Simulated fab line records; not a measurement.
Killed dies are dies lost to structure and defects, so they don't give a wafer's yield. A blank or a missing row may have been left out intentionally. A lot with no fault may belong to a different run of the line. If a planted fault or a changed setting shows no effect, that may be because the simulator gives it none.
Which of the tools did it? :: flow berkeley cmos170 :: 42 wafers sampled from 14 lots at 1 step of a route of 331

== WHAT THE GAUGES SHOWED, per wafer ==
No reading from a measuring or inspecting step in the record can be judged against a usual standard deviation.

== WHICH TOOL RAN EACH LOT (tool, then ch and the chambers of the sampled wafers, then the start) ==
lot: L885
UCB170_M3_ETCH_17: rie diel-01 ch 2,3, day 8 06:31

lot: L888
UCB170_M3_ETCH_17: rie diel-02 ch 0,1,3, day 8 15:56

lot: L887
UCB170_M3_ETCH_17: rie diel-02 ch 0,2,3, day 8 17:27

lot: L886
UCB170_M3_ETCH_17: rie diel-04 ch 0,1,2, day 8 18:59

lot: L889
UCB170_M3_ETCH_17: rie diel-02 ch 0,3, day 9 11:22

lot: L895
UCB170_M3_ETCH_17: rie diel-04 ch 0,2, day 10 00:59

lot: L894
UCB170_M3_ETCH_17: rie diel-04 ch 0,3, day 10 01:16

lot: L893
UCB170_M3_ETCH_17: rie diel-02 ch 0,1,2, day 10 01:28

lot: L892
UCB170_M3_ETCH_17: rie diel-01 ch 0,2, day 10 01:35

lot: L896
UCB170_M3_ETCH_17: rie diel-01 ch 0,2, day 11 11:28

lot: L903
UCB170_M3_ETCH_17: rie diel-02 ch 0,2, day 12 00:56

lot: L904
UCB170_M3_ETCH_17: rie diel-01 ch 0,2,3, day 12 01:32

lot: L906
UCB170_M3_ETCH_17: rie diel-04 ch 0,1,3, day 12 13:21

lot: L907
UCB170_M3_ETCH_17: rie diel-01 ch 0,3, day 12 15:12
- UCB170_M3_ETCH_17: etches BARC in N2/H2.

== AS READ BY THE TOOLS THEMSELVES (means over the sampled wafers that have a number; for cases with no such wafer, the mark the record gives instead) ==
UCB170_M3_ETCH_17.
lot: L885
tool: rie diel-01
drypump motor current A (A): 6.0
oes product au (a.u.): 0.957
throttle valve pct (%): 13.37

lot: L888
tool: rie diel-02
drypump motor current A (A): 5.8
oes product au (a.u.): 0.996
throttle valve pct (%): 13.11

lot: L887
tool: rie diel-02
drypump motor current A (A): 5.8
oes product au (a.u.): 0.986
throttle valve pct (%): 13.16

lot: L886
tool: rie diel-04
drypump motor current A (A): 5.5
oes product au (a.u.): 0.998
throttle valve pct (%): 13.24

lot: L889
tool: rie diel-02
drypump motor current A (A): 5.8
oes product au (a.u.): 0.999
throttle valve pct (%): 13.08

lot: L895
tool: rie diel-04
drypump motor current A (A): 5.0
oes product au (a.u.): 1.024
throttle valve pct (%): 13.27

lot: L894
tool: rie diel-04
drypump motor current A (A): 5.2
oes product au (a.u.): 0.993
throttle valve pct (%): 13.33

lot: L893
tool: rie diel-02
drypump motor current A (A): 5.8
oes product au (a.u.): 1.005
throttle valve pct (%): 13.22

lot: L892
tool: rie diel-01
drypump motor current A (A): 6.2
oes product au (a.u.): 0.991
throttle valve pct (%): 13.24

lot: L896
tool: rie diel-01
drypump motor current A (A): 6.4
oes product au (a.u.): 0.995
throttle valve pct (%): 13.33

lot: L903
tool: rie diel-02
drypump motor current A (A): 6.0
oes product au (a.u.): 1.003
throttle valve pct (%): 13.07

lot: L904
tool: rie diel-01
drypump motor current A (A): 6.2
oes product au (a.u.): 0.799
throttle valve pct (%): 13.35

lot: L906
tool: rie diel-04
drypump motor current A (A): 5.6
oes product au (a.u.): 0.991
throttle valve pct (%): 13.34

lot: L907
tool: rie diel-01
drypump motor current A (A): 6.4
oes product au (a.u.): 0.811
throttle valve pct (%): 13.42

== THE ANSWER, worked out from the rows above alone ==
Rule: the usual values come from the lots themselves. The widest of any qualifying gaps counts: lots, ordered by their means at a reading, are off when they make up no more than a third of the lots, leave a main group of 4 or more, and stand apart from it by 3 or more times the standard deviation of that group's means. A main group whose means are all the same, to the digits that the tables above print for the reading, isn't used. Also off: a lot with no number at a reading for which 4 or more lots have one. Where the step has rows for the other lots, those lots are counted as sound. Order of review: gauges by route order, followed by the tools' own readings, for which a lot's mean as printed above is used. At the first step where some lot is off, the reading lying furthest off is the one used; lots without a number count as furthest.
Off at UCB170_M3_ETCH_17 (oes product au): L904, L907. Main group: mean 0.995 a.u., sd 0.015.
If a tool, at that step or one of the process steps before it, ran each lot that is off and ran no sound lot following the first of them, it fits. One fits: rie diel-01 at UCB170_M3_ETCH_17. Its last sound lot is L896 (day 11 11:28), its first lot that is off L904 (day 12 01:32): a fault that began between those two fits.
On the lots that are off, the tool's own readings at UCB170_M3_ETCH_17 differ by more than 5 times the standard deviation of the sound lots' means, which bears it out; oes product au reads 0.805 a.u. there versus 0.995 a.u. on the sound lots.

== WHAT HAD BEEN PUT IN BY THE SIMULATOR ==
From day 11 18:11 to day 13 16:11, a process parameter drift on rie diel-01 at UCB170_M3_ETCH_17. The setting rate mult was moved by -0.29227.
Shown lots that were struck: L904, L907. The rule given above showed the same thing.
